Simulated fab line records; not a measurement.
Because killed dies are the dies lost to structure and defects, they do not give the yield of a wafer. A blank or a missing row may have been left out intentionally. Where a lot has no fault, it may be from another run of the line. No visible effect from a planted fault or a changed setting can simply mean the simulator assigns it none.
fab line records + flow ritCmos
record:
- lots: 14
- wafers: 42
- lastDay: 7
route steps=202 shown PSD@150
lots untouched by any fault: they come from a run of this same line in which no faults occurred
startH: start of the lot's first displayed wafer, in hours after the record's first day + waitH: hours elapsed since this lot's preceding step + " the same as in the row above + L1.1+2: a row that stands for several wafers + - value missing, or start not given + * or withheld: withheld + < > ~ a bound
route shown NAME@n: a module of which the file shows steps, and the number in the route of the first + usual: mean/standard deviation taken from wafers without a fault + same: alike in all rows + chamber/n: place in a boat + sites: the reading at each site + _std_site: the values' standard deviation + _edge_site: mean of outer sites minus mean of inner sites + radiusMm: for every site, how far away it sits from the centre of the wafer + mask NAME#n: copy n + behind: tool/chamber where the wafer was last shaped + hold: the reason the lot was held/the length of the hold in hours/how it ended + device: whichever transistor did not switch (one of n, p or np) + end of line: the tests these same wafers got at the end of their route + step lacking rows: just its recipe + killed: not the wafer's yield, but the dies lost to structure and defects at the first sort + map: shows each die of a wafer: x if killed, . if not, _ if none is there
set.NAME: the run value of the setting; set.NAME@STEP: its run value at that earlier step + model.NAME: the simulator's own value behind a step, which no gauge read
route steps across a sampled set of lots; one table per step, one row per wafer
services: the hour from which a tool's chamber was out of use, counted from the record's first day as startH (under 0 if before that day), plus the number of hours and why
== steps ==
step: RIT_PSD_IMPLANT_08
recipe:
- species: BF2
- energyKev: 26.48
- doseCm2: 5e+15
- tiltDeg: 7
usual:
- doseIonsCm2: 5e+15/5.3e+12
- endStationPressureTorr: 1.59e-05/1.5e-06
| lot.wafer | tool         | chamber | startH | waitH | doseIonsCm2 | endStationPressureTorr |
|-----------|--------------|---------|--------|-------|-------------|------------------------|
| L552.2    | implanter-04 | 0       | 66.81  | 0.1   | 5.003e+15   | 1.55e-05               |
| L552.3    | "            | 0       | "      | "     | 4.999e+15   | 1.63e-05               |
| L552.4    | "            | 0       | "      | "     | 4.993e+15   | 1.75e-05               |
| L553.1    | implanter-01 | 0       | 70.67  | 0.1   | 5.004e+15   | 1.31e-05               |
| L553.2    | "            | 0       | "      | "     | 4.996e+15   | 1.29e-05               |
| L553.4    | "            | 0       | "      | "     | 4.996e+15   | 1.4e-05                |
| L554.1    | implanter-01 | 0       | 78.51  | 0.1   | 5.002e+15   | 1.48e-05               |
| L554.3    | "            | 0       | "      | "     | 5.01e+15    | 1.4e-05                |
| L554.5    | "            | 0       | "      | "     | 5.001e+15   | 1.39e-05               |
| L556.1    | implanter-03 | 0       | 85.22  | 0.1   | 4.997e+15   | 1.73e-05               |
| L556.3    | "            | 0       | "      | "     | 5e+15       | 1.61e-05               |
| L556.5    | "            | 0       | "      | "     | 4.993e+15   | 1.57e-05               |
| L557.1    | implanter-04 | 0       | 90.30  | 0.1   | 4.997e+15   | 1.67e-05               |
| L557.2    | "            | 0       | "      | "     | 4.992e+15   | 1.8e-05                |
| L557.3    | "            | 0       | "      | "     | 4.998e+15   | 1.84e-05               |
| L559.3    | implanter-04 | 0       | 99.74  | 0.1   | 4.997e+15   | 1.67e-05               |
| L559.4    | "            | 0       | "      | "     | 5e+15       | 1.64e-05               |
| L559.6    | "            | 0       | "      | "     | 5.004e+15   | 1.87e-05               |
| L560.1    | implanter-03 | 0       | 104.40 | 0.1   | 5.003e+15   | 1.69e-05               |
| L560.3    | "            | 0       | "      | "     | 4.996e+15   | 1.63e-05               |
| L560.6    | "            | 0       | "      | "     | 4.994e+15   | 1.59e-05               |
| L561.1    | implanter-03 | 0       | 109.50 | 0.1   | 5.001e+15   | 1.68e-05               |
| L561.2    | "            | 0       | "      | "     | 5.006e+15   | 1.63e-05               |
| L561.3    | "            | 0       | "      | "     | 5.006e+15   | 1.87e-05               |
| L562.2    | implanter-04 | 0       | 114.86 | 0.1   | 4.996e+15   | 1.64e-05               |
| L562.4    | "            | 0       | "      | "     | 4.991e+15   | 1.71e-05               |
| L562.5    | "            | 0       | "      | "     | 4.997e+15   | 1.73e-05               |
| L563.2    | implanter-01 | 0       | 119.80 | 0.1   | 5.01e+15    | 1.46e-05               |
| L563.3    | "            | 0       | "      | "     | 5.006e+15   | 1.28e-05               |
| L563.4    | "            | 0       | "      | "     | 5.006e+15   | 1.46e-05               |
| L566.2    | implanter-04 | 0       | 133.65 | 0.1   | 5.004e+15   | 1.6e-05                |
| L566.4    | "            | 0       | "      | "     | 5e+15       | 1.66e-05               |
| L566.5    | "            | 0       | "      | "     | 5.001e+15   | 1.8e-05                |
| L570.1    | implanter-04 | 0       | 154.47 | 0.1   | 4.239e+15   | 1.57e-05               |
| L570.2    | "            | 0       | "      | "     | 4.245e+15   | 1.55e-05               |
| L570.3    | "            | 0       | "      | "     | 4.245e+15   | 1.57e-05               |
| L571.1    | implanter-04 | 0       | 159.14 | 0.1   | 4.247e+15   | 1.58e-05               |
| L571.2    | "            | 0       | "      | "     | 4.248e+15   | 1.6e-05                |
| L571.4    | "            | 0       | "      | "     | 4.252e+15   | 1.55e-05               |
| L572.1    | implanter-01 | 0       | 164.69 | 0.1   | 4.999e+15   | 1.4e-05                |
| L572.4    | "            | 0       | "      | "     | 5.003e+15   | 1.45e-05               |
| L572.5    | "            | 0       | "      | "     | 4.999e+15   | 1.46e-05               |
step: RIT_SDANNEAL_RS_MEAS_04
recipe:
- thkMeasGauge: four-point-probe
usual:
- PSD_RS: 117.00/0.29
| lot.wafer | tool         | chamber | startH | waitH | PSD_RS[ohm/sq] |
|-----------|--------------|---------|--------|-------|----------------|
| L552.2    | filmMetro-02 | -       | 67.65  | 0.1   | 117.10         |
| L552.3    | "            | -       | "      | "     | 117.18         |
| L552.4    | "            | -       | "      | "     | 116.72         |
| L553.1    | filmMetro-02 | -       | 71.50  | 0.0   | 116.99         |
| L553.2    | "            | -       | "      | "     | 116.86         |
| L553.4    | "            | -       | "      | "     | 117.04         |
| L554.1    | filmMetro-01 | -       | 79.35  | 0.0   | 117.20         |
| L554.3    | "            | -       | "      | "     | 117.64         |
| L554.5    | "            | -       | "      | "     | 117.51         |
| L556.1    | filmMetro-03 | -       | 86.08  | 0.0   | 116.84         |
| L556.3    | "            | -       | "      | "     | 117.30         |
| L556.5    | "            | -       | "      | "     | 117.05         |
| L557.1    | filmMetro-02 | -       | 91.14  | 0.0   | 116.61         |
| L557.2    | "            | -       | "      | "     | 116.76         |
| L557.3    | "            | -       | "      | "     | 116.93         |
| L559.3    | filmMetro-03 | -       | 100.61 | 0.1   | 116.52         |
| L559.4    | "            | -       | "      | "     | 117.06         |
| L559.6    | "            | -       | "      | "     | 117.03         |
| L560.1    | filmMetro-02 | -       | 105.24 | 0.0   | 117.01         |
| L560.3    | "            | -       | "      | "     | 116.79         |
| L560.6    | "            | -       | "      | "     | 116.73         |
| L561.1    | filmMetro-02 | -       | 110.32 | 0.0   | 117.15         |
| L561.2    | "            | -       | "      | "     | 116.93         |
| L561.3    | "            | -       | "      | "     | 117.08         |
| L562.2    | filmMetro-01 | -       | 115.66 | 0.1   | 116.92         |
| L562.4    | "            | -       | "      | "     | 116.96         |
| L562.5    | "            | -       | "      | "     | 116.85         |
| L563.2    | filmMetro-01 | -       | 120.67 | 0.1   | 116.28         |
| L563.3    | "            | -       | "      | "     | 116.34         |
| L563.4    | "            | -       | "      | "     | 116.86         |
| L566.2    | filmMetro-03 | -       | 134.90 | 0.1   | 117.27         |
| L566.4    | "            | -       | "      | "     | 117.43         |
| L566.5    | "            | -       | "      | "     | 117.20         |
| L570.1    | filmMetro-03 | -       | 155.32 | 0.0   | 118.53         |
| L570.2    | "            | -       | "      | "     | 118.79         |
| L570.3    | "            | -       | "      | "     | 118.63         |
| L571.1    | filmMetro-01 | -       | 159.95 | 0.0   | 119.01         |
| L571.2    | "            | -       | "      | "     | 118.94         |
| L571.4    | "            | -       | "      | "     | 119.13         |
| L572.1    | filmMetro-03 | -       | 165.50 | 0.0   | 117.04         |
| L572.4    | "            | -       | "      | "     | 117.00         |
| L572.5    | "            | -       | "      | "     | 117.20         |
== services ==
| tool         | chamber | startH | hours | kind   |
|--------------|---------|--------|-------|--------|
| implanter-04 | -       | 59.06  | 3.9   | repair |
| implanter-04 | -       | 134.54 | 4.7   | repair |
| implanter-03 | -       | 136.27 | 1.2   | repair |
| implanter-03 | -       | 142.56 | 5.1   | pm     |
| implanter-03 | -       | 155.13 | 1.9   | repair |
== key ==
firstSign:
- step: RIT_PSD_IMPLANT_08
- reading: doseIonsCm2
- direction: down
- sigmas: 99+
- usual: 5e+15
- struck: 4.246e+15
effect:
- step: RIT_SDANNEAL_RS_MEAS_04
- reading: PSD_RS
- direction: up
- sigmas: 6.4
- usual: 117.00
- struck: 118.84
metAt RIT_PSD_IMPLANT_08
struckLots L570,L571
testerLeftOut L570,L571
onsetBetween 133.65 154.47
fault:
- kind: processParameterDrift
- tool: implanter-04
- chamber: -
- onsetH: 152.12
- steps: RIT_PSD_IMPLANT_08
- channel: doseCm2
- offset: -7.5e+14
- shape: step
- endH: 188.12
- actsIn: theseRecipesOnly
- stated: 5e+15
testerLeftOut: of these lots the tester's yield and bins aren't shown, on N5 and GAA mostly nor the transistor test; their killed dies are dies lost to structure and defects alone, not to doping, threshold or leakage, so they don't give the yield
